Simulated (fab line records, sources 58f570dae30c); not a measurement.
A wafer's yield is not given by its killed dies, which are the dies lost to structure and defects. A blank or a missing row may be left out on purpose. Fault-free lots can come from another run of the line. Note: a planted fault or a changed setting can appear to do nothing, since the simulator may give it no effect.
Which tool is to blame? + flow berkeley_cmos170 + at 1 step of a route of 331, 7 lots with 21 wafers sampled

## WHAT THE GAUGES READ, wafer by wafer
UCB170_PLDD_TW_MEAS_11.
| lot  | measured     | on            | PLDD_TW        |
|------|--------------|---------------|----------------|
| L449 | day 7 22:05  | film_metro-04 | 1026 1026 1021 |
| L450 | day 7 22:21  | film_metro-03 | 998 1007 1008  |
| L452 | day 8 16:22  | film_metro-04 | 1027 1026 1026 |
| L455 | day 9 09:20  | film_metro-01 | 1009 1001 1005 |
| L463 | day 11 09:33 | film_metro-04 | 1028 1032 1034 |
| L467 | day 12 06:40 | film_metro-04 | 1027 1029 1029 |
| L469 | day 12 15:20 | film_metro-01 | 997 1001 1002  |

## WHAT TOOL EACH LOT RAN ON (gives the tool, then ch and the chambers of the sampled wafers, and finally the start)
The record shows no process step preceding these readings.

## THE ANSWER, worked out from the rows above alone
Rule: the lots themselves supply what counts as usual. The widest of any qualifying gaps counts: lots, ordered by their means at a reading, are off when they make up no more than a third of the lots, leave a main group of 4 or more, and stand apart from it by 3 or more times the standard deviation of that group's means. If all means in a main group match to the digits the tables above print for the reading, that group is not used. A lot without any number at a reading at which 4 lots or more have one is off too. All remaining lots with rows at the step are treated as sound.
Nothing can be told from this: no lot is off at any reading shown.

## WHAT HAD BEEN PUT IN BY THE SIMULATOR
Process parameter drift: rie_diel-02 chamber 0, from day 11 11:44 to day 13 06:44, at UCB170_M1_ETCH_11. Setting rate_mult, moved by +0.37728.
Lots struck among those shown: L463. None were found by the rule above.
